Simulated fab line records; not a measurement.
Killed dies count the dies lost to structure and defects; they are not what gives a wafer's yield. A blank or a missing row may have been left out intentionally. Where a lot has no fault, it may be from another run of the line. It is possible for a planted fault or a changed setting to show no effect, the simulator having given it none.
Which of the tools did it?	flow rit_cmos	Sampling: 14 lots, 42 wafers, 2 of 202 route steps

## WHAT THE GAUGES SHOWED, per wafer
RIT_M1_CD_MEAS_90 targets a cd of 2600 nm. Usual: cd_nm reads 2600.1 nm (standard deviation 2.3).
lot	measured	on	cd_nm (nm)	flag
L471	day 3 17:58	cd_sem-02	2603.2 2603.8 2604.1	
L472	day 3 19:55	cd_sem-01	2598.5 2600.2 2600.4	
L473	day 4 00:10	cd_sem-01	2600.8 2599.0 2600.2	
L474	day 4 08:14	cd_sem-01	2602.6 2601.8 2597.4	
L476	day 4 12:04	cd_sem-01	2596.5 2596.5 2599.5	
L479	day 5 04:11	cd_sem-01	2553.7 2554.7 2553.6	OFF
L482	day 5 18:42	cd_sem-01	2554.7 2555.0 2555.5	OFF
L484	day 6 10:29	cd_sem-02	2601.4 2602.1 2602.3	
L486	day 6 22:40	cd_sem-02	2601.5 2597.8 2597.4	
L488	day 7 06:57	cd_sem-02	2594.8 2598.0 2601.6	
L490	day 7 13:06	cd_sem-02	2599.0 2600.6 2600.4	
L491	day 7 17:44	cd_sem-01	2603.4 2600.7 2600.5	
L493	day 8 00:59	cd_sem-02	2596.5 2601.1 2600.1	
L494	day 8 06:02	cd_sem-02	2602.4 2600.5 2603.0	

## WHICH TOOL RAN EACH LOT (tool, then ch and the chambers of the sampled wafers, then the start)
lot	RIT_M1_METAL_ETCH_12
L471	rie_metal-03 ch 1, day 3 17:27
L472	rie_metal-04 ch 0,1, day 3 19:25
L473	rie_metal-01 ch 0,1, day 3 23:40
L474	rie_metal-03 ch 0,1, day 4 07:36
L476	rie_metal-01 ch 0,1, day 4 11:33
L479	rie_metal-01 ch 0,1, day 5 03:41
L482	rie_metal-01 ch 0,1, day 5 18:11
L484	rie_metal-04 ch 0,1, day 6 09:58
L486	rie_metal-03 ch 0,1, day 6 22:09
L488	rie_metal-03 ch 0,1, day 7 06:27
L490	rie_metal-04 ch 0,1, day 7 12:35
L491	rie_metal-03 ch 0,1, day 7 17:13
L493	rie_metal-04 ch 0,1, day 8 00:28
L494	rie_metal-03 ch 1, day 8 05:28
- RIT_M1_METAL_ETCH_12: etches Al in Cl2/BCl3, stops on SiO2, time 165 s, target depth 600 nm.

## WHAT THE TOOLS THEMSELVES READ (means of the sampled wafers that have a number; where no wafer has one, the mark that the record gives instead)
RIT_M1_METAL_ETCH_12. Usual: drypump_motor_current_A 5.71 A, standard deviation 0.19; oes_product_au 0.778 a.u., standard deviation 0.011; rf_fwd_power_W 249.0 W, standard deviation 0.71; throttle_valve_pct 8.27 %, standard deviation 0.14.
lot	tool	drypump_motor_current_A (A)	oes_product_au (a.u.)	rf_fwd_power_W (W)	throttle_valve_pct (%)	flag
L471	rie_metal-03	5.43	0.784	248.5	8.37	
L472	rie_metal-04	5.88	0.780	249.2	8.42	
L473	rie_metal-01	5.72	0.786	250.1	8.23	
L474	rie_metal-03	5.48	0.789	248.3	8.26	
L476	rie_metal-01	5.74	0.767	249.4	8.16	
L479	rie_metal-01	5.72	0.773	422.9	8.22	OFF
L482	rie_metal-01	5.75	0.772	424.7	8.15	OFF
L484	rie_metal-04	5.94	0.777	249.8	8.40	
L486	rie_metal-03	5.59	0.785	248.5	8.16	
L488	rie_metal-03	5.50	0.777	248.9	8.27	
L490	rie_metal-04	5.89	0.796	249.4	8.42	
L491	rie_metal-03	5.50	0.782	248.7	8.28	
L493	rie_metal-04	5.89	0.790	248.9	8.42	
L494	rie_metal-03	5.41	0.780	249.1	8.36	

## THE ANSWER, worked out from the rows above alone
Rule: a lot counts as off when the mean over its wafers that have a number is more than 3 standard deviations away from the usual mean. A lot without any number at a reading at which 4 lots or more have one is off too. The other lots that the step has rows for count as sound. After the gauges, taken in route order, come the tools' own readings; for these a lot's mean is taken, as printed above. The first step at which some lot is off is used, and at that step the reading that is off furthest; a lot without a number counts as furthest.
Off: L479, L482 (RIT_M1_CD_MEAS_90, cd_nm).
A tool fits if, at a process step before that reading, it ran every lot that is off, and no sound lot after the first of them. Not tried: the gauges at RIT_M1_CD_MEAS_90; whatever is off there is also off at RIT_M1_METAL_ETCH_12, on other tools, and gauge error can't account for it. One fits: rie_metal-01 at RIT_M1_METAL_ETCH_12. A fault onset in the window from L476 (day 4 11:33, its last sound lot) to L479 (day 5 03:41, its first lot off) fits.
On the lots that are off, the tool's own readings at RIT_M1_METAL_ETCH_12 differ by more than 5 times the standard deviation of the sound lots' means, which bears it out; rf_fwd_power_W reads 423.8 W there versus 249.1 W on the sound lots.

## WHAT THE SIMULATOR HAD PUT IN
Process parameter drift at RIT_M1_METAL_ETCH_12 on rie_metal-01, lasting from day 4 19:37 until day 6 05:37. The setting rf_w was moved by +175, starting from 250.
Struck lots among those shown: L479, L482. The rule above reached the same finding.
